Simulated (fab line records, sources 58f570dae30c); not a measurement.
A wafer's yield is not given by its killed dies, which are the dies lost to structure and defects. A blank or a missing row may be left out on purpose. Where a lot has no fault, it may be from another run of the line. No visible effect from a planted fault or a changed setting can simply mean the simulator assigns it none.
Matching of chambers || flow berkeley-cmos170 || UCB170_NVT_CLEAN_10 on wet-bench-04 has 4 sister chambers
The step cleans in SPM, time 600 s. 20 wafers are shown with their chamber, then 10 later ones without.

== WAFERS PAIRED WITH THEIR CHAMBERS ==
{"wafer": "L250.2", "chamber": 2, "bath-guard-temp-C (C)": 119.4, "bath-heat-duty-pct (%)": 12.4}
{"wafer": "L250.3", "chamber": 2, "bath-guard-temp-C (C)": 119.2, "bath-heat-duty-pct (%)": 12.6}
{"wafer": "L250.4", "chamber": 2, "bath-guard-temp-C (C)": 119.3, "bath-heat-duty-pct (%)": 12.1}
{"wafer": "L252.3", "chamber": 2, "bath-guard-temp-C (C)": 119.5, "bath-heat-duty-pct (%)": 12.3}
{"wafer": "L252.4", "chamber": 2, "bath-guard-temp-C (C)": 119.2, "bath-heat-duty-pct (%)": 12.4}
{"wafer": "L252.5", "chamber": 2, "bath-guard-temp-C (C)": 119.3, "bath-heat-duty-pct (%)": 13.8}
{"wafer": "L253.1", "chamber": 0, "bath-guard-temp-C (C)": 119.0, "bath-heat-duty-pct (%)": 11.4}
{"wafer": "L253.2", "chamber": 0, "bath-guard-temp-C (C)": 119.4, "bath-heat-duty-pct (%)": 12.0}
{"wafer": "L253.6", "chamber": 0, "bath-guard-temp-C (C)": 119.6, "bath-heat-duty-pct (%)": 11.0}
{"wafer": "L256.1", "chamber": 3, "bath-guard-temp-C (C)": 119.8, "bath-heat-duty-pct (%)": 15.2}
{"wafer": "L256.5", "chamber": 3, "bath-guard-temp-C (C)": 120.1, "bath-heat-duty-pct (%)": 15.6}
{"wafer": "L256.6", "chamber": 3, "bath-guard-temp-C (C)": 120.1, "bath-heat-duty-pct (%)": 13.6}
{"wafer": "L258.1", "chamber": 1, "bath-guard-temp-C (C)": 120.3, "bath-heat-duty-pct (%)": 11.8}
{"wafer": "L258.2", "chamber": 1, "bath-guard-temp-C (C)": 120.4, "bath-heat-duty-pct (%)": 12.6}
{"wafer": "L258.5", "chamber": 1, "bath-guard-temp-C (C)": 120.4, "bath-heat-duty-pct (%)": 12.9}
{"wafer": "L260.4", "chamber": 1, "bath-guard-temp-C (C)": 120.6, "bath-heat-duty-pct (%)": 13.1}
{"wafer": "L260.5", "chamber": 1, "bath-guard-temp-C (C)": 120.7, "bath-heat-duty-pct (%)": 12.2}
{"wafer": "L260.6", "chamber": 1, "bath-guard-temp-C (C)": 120.3, "bath-heat-duty-pct (%)": 12.2}
{"wafer": "L265.2", "chamber": 2, "bath-guard-temp-C (C)": 119.5, "bath-heat-duty-pct (%)": 12.6}
{"wafer": "L265.3", "chamber": 2, "bath-guard-temp-C (C)": 119.6, "bath-heat-duty-pct (%)": 11.6}

SIGNATURES (means of the wafers above)
{"reading": "bath-guard-temp-C", "chamber 0": 119.333, "chamber 1": 120.450, "chamber 2": 119.375, "chamber 3": 120.000, "scatter within a chamber": 0.183}
{"reading": "bath-heat-duty-pct", "chamber 0": 11.467, "chamber 1": 12.467, "chamber 2": 12.475, "chamber 3": 14.800, "scatter within a chamber": 0.646}
Rule: for each reading, subtract the chamber's mean from the wafer's reading, divide by that reading's scatter and square the result; add these up over the readings and take the root, which gives the wafer's distance from the chamber. If the next closest chamber is less than 2 further off than the closest, the wafer can't be placed; otherwise it belongs to the closest. The scatter is the square root of a quotient: the sum, over the shown wafers, of each reading's squared deviation from its chamber's mean, divided by wafers minus chambers.

== WAFERS MISSING THEIR CHAMBER ==
{"wafer": "L265.5", "bath-guard-temp-C (C)": 119.5, "bath-heat-duty-pct (%)": 13.0}
{"wafer": "L269.1", "bath-guard-temp-C (C)": 120.0, "bath-heat-duty-pct (%)": 14.4}
{"wafer": "L269.2", "bath-guard-temp-C (C)": 120.1, "bath-heat-duty-pct (%)": 15.3}
{"wafer": "L269.5", "bath-guard-temp-C (C)": 120.1, "bath-heat-duty-pct (%)": 14.6}
{"wafer": "L270.1", "bath-guard-temp-C (C)": 119.5, "bath-heat-duty-pct (%)": 14.0}
{"wafer": "L270.2", "bath-guard-temp-C (C)": 120.0, "bath-heat-duty-pct (%)": 13.7}
{"wafer": "L270.5", "bath-guard-temp-C (C)": 120.0, "bath-heat-duty-pct (%)": 15.4}
{"wafer": "L271.1", "bath-guard-temp-C (C)": 119.2, "bath-heat-duty-pct (%)": 13.3}
{"wafer": "L271.2", "bath-guard-temp-C (C)": 119.7, "bath-heat-duty-pct (%)": 13.0}
{"wafer": "L271.4", "bath-guard-temp-C (C)": 119.2, "bath-heat-duty-pct (%)": 12.7}

== WHICH CHAMBER EACH ONE RAN IN ==
{"wafer": "L265.5", "from the rows above": "can't be placed: 2 or 0", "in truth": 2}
{"wafer": "L269.1", "from the rows above": 3, "in truth": 3}
{"wafer": "L269.2", "from the rows above": 3, "in truth": 3}
{"wafer": "L269.5", "from the rows above": 3, "in truth": 3}
{"wafer": "L270.1", "from the rows above": "can't be placed: 2 or 3 or 0", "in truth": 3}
{"wafer": "L270.2", "from the rows above": "can't be placed: 3 or 1", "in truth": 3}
{"wafer": "L270.5", "from the rows above": 3, "in truth": 3}
{"wafer": "L271.1", "from the rows above": "can't be placed: 2 or 0", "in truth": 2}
{"wafer": "L271.2", "from the rows above": "can't be placed: 2 or 0 or 3", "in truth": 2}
{"wafer": "L271.4", "from the rows above": "can't be placed: 2 or 0", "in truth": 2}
Correct placement for 4 of the 10. From these rows, 6 cannot be placed; in 6 the true chamber is one of the candidates. 0 placed wrongly.
